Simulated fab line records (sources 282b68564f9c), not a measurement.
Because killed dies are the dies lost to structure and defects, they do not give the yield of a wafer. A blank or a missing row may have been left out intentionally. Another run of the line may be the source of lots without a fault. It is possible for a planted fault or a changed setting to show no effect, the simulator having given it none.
Struck lot and sound lot, side by side | flow ritCmos | 20 out of 202 route steps
Sound: wafers L836.1, L836.2, L836.3. Struck: wafers L842.2, L842.4, L842.6. Last of all comes the cause.
Order at every step that has rows: each side's tool, ch and its chambers, its first start. Under that, the readings that differ: sound wafers | struck wafers | difference of the means | sigmas: that difference in standard deviations of wafers without a fault.
alike: words and numbers the same on both sides, and readings whose means are apart by under 2 such deviations; not compared: readings that were withheld, readings missing a value for some wafer, numbers with overlapping values and no deviation given by the record, and bounds like >300 which may hide the same value.
Wherever a step has rows on one side only, a row that says differs or no value, or a row with sigmas, the two part there. Numbers that have no deviation but don't overlap get no sigmas and don't part them. Lack of a reading on every wafer of one side parts them only where that side has two or more wafers.

first, 2 steps without rows for these wafers: RIT_NWELL_HARDBAKE_07 (time 120 s); RIT_NWELL_IMPLANT_08.
RIT_NWELL_STRIP_09: strips in O2, time 180 s.
  sound on plasmaAsher-02 ch 0,1, day 2 02:20; struck on plasmaAsher-02 ch 0,1, day 3 06:53
  alike: chamberPressureMTorr, drypumpMotorCurrentA
  not compared: rfHoursCounterH
RIT_NWELL_TW_MEAS_10:
  sound on filmMetro-03, day 2 02:31; struck on filmMetro-03, day 3 07:05
  alike: NWELL_TW
then, 6 steps without rows for these wafers: RIT_PWELL_HMDS_00 (prime time 60 s); RIT_PWELL_COAT_01 (resist thk 1300 nm); RIT_PWELL_SOFTBAKE_02 (time 60 s); RIT_PWELL_EXPOSE_03 (exposes mask M3, target cd 43700 nm); RIT_PWELL_PEB_04; RIT_PWELL_DEVELOP_05 (develop time 68 s).
RIT_PWELL_OVL_MEAS_06:
  sound on overlay-02, day 2 03:28; struck on overlay-01, day 3 08:08
  alike: PWELL_OVL
then, 1 step without rows for these wafers: RIT_PWELL_HARDBAKE_07 (time 120 s).
RIT_PWELL_IMPLANT_08:
  sound on implanter-02 ch 0, day 2 03:45; struck on implanter-03 ch 0, day 3 08:26
reading          | sound           | struck         | difference | sigmas
beamOnS (s)      | 10.22 9.61 9.81 | 8.88 9.05 8.74 | -0.99      | -5
faradayCurrentUA | 218 230 226     | 250 247 254    | +26        | +6
RIT_PWELL_STRIP_09: strips in O2, time 180 s.
  sound on plasmaAsher-02 ch 0,1, day 2 03:54; struck on plasmaAsher-03 ch 0, day 3 08:34
  alike: chamberPressureMTorr, drypumpMotorCurrentA
  not compared: rfHoursCounterH
RIT_PWELL_TW_MEAS_10:
  sound on filmMetro-03, day 2 04:04; struck on filmMetro-03, day 3 08:45
reading  | sound       | struck      | difference | sigmas
PWELL_TW | 956 958 963 | 928 924 925 | -33        | -5
then, 1 step without rows for these wafers: RIT_WELLDRIVE_ANNEAL_00 (time 14700 s).
RIT_WELLDRIVE_RS_MEAS_01: measures by four-point-probe.
  sound on filmMetro-02, day 2 09:13; struck on filmMetro-02, day 3 14:25
  alike: NWELL_RS
RIT_WELLDRIVE_RS_MEAS_02: measures by four-point-probe.
  sound on filmMetro-02, day 2 09:20; struck on filmMetro-02, day 3 14:32
reading           | sound             | struck            | difference | sigmas
PWELL_RS (ohm/sq) | 430.2 431.4 429.9 | 461.4 463.2 462.6 | +31.9      | +25
then, 1 step without rows for these wafers: RIT_NRETRO_HMDS_00 (prime time 60 s).
RIT_M1_PROBE_99:
  sound on prober-01, day 3 20:23; struck on prober-01, day 4 23:22
reading                             | sound             | struck            | difference | sigmas
model.etest.nmos_0p3.rOnOhmUm       | 2224 2213 2239    | 2069 2104 2078    | -142       | 
model.etest.pwellPinched.rsOhmSq    | 455.4 462 462.6   | 484.9 500.6 493   | +32.8      | 
model.etest.pwell.rsOhmSq           | 412.2 413.8 415   | 446.5 449.5 449.9 | +35.0      | 
model.etest.nmosTurned.driveUaUm    | 300.6 298.1 292.7 | 347.1 331.9 330.4 | +39.3      | 
model.etest.nmos_0p15.driveUaUm     | 450.1 453.1 450.7 | 495.3 483 486.7   | +37.0      | 
model.etest.nmosNarrow.driveUaUm    | 216.2 220.2 215.9 | 238.7 235.7 237.1 | +19.7      | 
model.etest.nmos_0p3.driveUaUm      | 215.3 219.2 214.5 | 240 234.4 235.8   | +20        | 
model.etest.wellEdgeRight.lineOhmUm | 183.6 185.9 180.7 | 177.2 180.3 175.9 | -5.6       | 
  alike: killedAtFrontEnd, killedDies, killedOpen, killedShort

## WHERE THEY PART
Earliest at RIT_PWELL_IMPLANT_08; latest, in this record, at RIT_WELLDRIVE_RS_MEAS_02. Later steps at which nothing parts them and some readings are alike: RIT_M1_PROBE_99.

WHY: the cause the simulator had injected
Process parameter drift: implanter-03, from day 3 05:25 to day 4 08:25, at RIT_PWELL_IMPLANT_08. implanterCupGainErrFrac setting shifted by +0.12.
